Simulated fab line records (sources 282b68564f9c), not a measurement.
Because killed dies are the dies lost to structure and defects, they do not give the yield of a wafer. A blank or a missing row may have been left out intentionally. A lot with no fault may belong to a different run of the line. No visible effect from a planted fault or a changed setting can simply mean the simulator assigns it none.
2 desks looking at one fault	flow ritCmos	only its own numbers are on each desk; what lay behind them is given at the end

== FOR THE TOOL OWNER'S DESK: pvdSputter-04 ==
The tool's own readings at RIT_SILICIDE_SPUTTER_01 (material Ti, target thk 30 nm, time 240 s): means of the sampled wafers that have a number, for each lot that ran on this tool. Marked OUT: a lot whose mean sits more than 4 standard deviations from the usual mean, which makes it out of limits; the brackets give that distance.
Columns: A = chamberPressurePa at RIT_SILICIDE_SPUTTER_01, usual 0.6670 Pa; B = throttleValvePct at RIT_SILICIDE_SPUTTER_01, usual 29.9 %
lot	first seen here	A	B
L150	day 4 06:55	0.6667	30.4
L153	day 4 13:23	0.6666	31.5
L155	day 5 04:19	0.6678	31.6
L159	day 5 19:18	0.6678	29.8
L161	day 6 08:07	0.5827 (-65) OUT	32.9
L163	day 6 15:38	0.5818 (-66) OUT	33.8
L165	day 7 03:41	0.5823 (-65) OUT	33.8
This desk's finding: out of limits on L161, L163, L165; first on L161, day 6 08:07 (chamberPressurePa at RIT_SILICIDE_SPUTTER_01). In limits: L150, L153, L155, L159.

== THE METROLOGY DESK ==
What the gauges read for every lot (on any tool): the sampled wafers with a number, averaged. Marked OUT: a lot whose mean sits more than 4 standard deviations from the usual mean, which makes it out of limits; the brackets give that distance.
Columns: A = PLDD_OVL at RIT_PLDD_OVL_MEAS_06, usual 0.2 nm; B = SILICIDE_TI_RS at RIT_SILICIDE_RS_MEAS_02, usual 47.9 ohm/sq; C = SILICIDE_TI_THK at RIT_SILICIDE_THK_MEAS_03, usual 30.0 nm; D = CONTACT_TEOS_THK at RIT_CONTACT_THK_MEAS_01, usual 401 nm
lot	first seen here	A	B	C	D
L146	day 2 21:55	0.3	48.1	29.7	399
L147	day 3 04:32	0.8	47.4	30.1	407
L149	day 3 10:33	1.0	48.3	29.9	406
L150	day 3 23:51	-0.7	47.0	30.5	402
L151	day 3 23:55	0.5	47.6	30.1	398
L152	day 4 01:11	0.5	47.7	30.0	396
L153	day 4 06:24	0.0	48.6	29.7	402
L154	day 4 12:11	1.6	47.5	30.2	399
L155	day 4 21:08	-2.1	47.5	30.2	405
L156	day 4 22:25	2.0	47.5	30.0	396
L159	day 5 12:20	0.5	47.3	30.3	402
L161	day 6 01:05	-0.1	36.6 (-17) OUT	30.8	396
L163	day 6 08:46	-0.5	37.3 (-16) OUT	30.4	404
L165	day 6 20:38	1.1	35.9 (-18) OUT	31.5 (+4.1) OUT	403
L169	day 7 15:08	1.3	46.9	30.6	402
Per this desk, out of limits: L161, L163, L165; the first was L161, day 6 08:17 (SILICIDE_TI_RS at RIT_SILICIDE_RS_MEAS_02). In limits: L146, L147, L149, L150, L151, L152, L153, L154, L155, L156, L159, L169.

== ALL TOGETHER ==
An alarm could have come from the tool owner's desk at day 6 08:07, on L161, L163, L165.
At day 6 08:17 the metrology desk could have sounded an alarm, on L161, L163, L165.
RIT_SILICIDE_SPUTTER_01 was run on pvdSputter-04 by each of the lots named.

== WHAT WAS PUT IN BY THE SIMULATOR ==
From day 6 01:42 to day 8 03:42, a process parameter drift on pvdSputter-04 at RIT_SILICIDE_SPUTTER_01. Setting chamberPressurePa, moved by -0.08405, from 0.667.
Shown lots that were struck: L161, L163, L165.
Counting hours from when the fault started, the first reading out of limits came at 6 for the tool owner's desk and at 7 for the metrology desk.
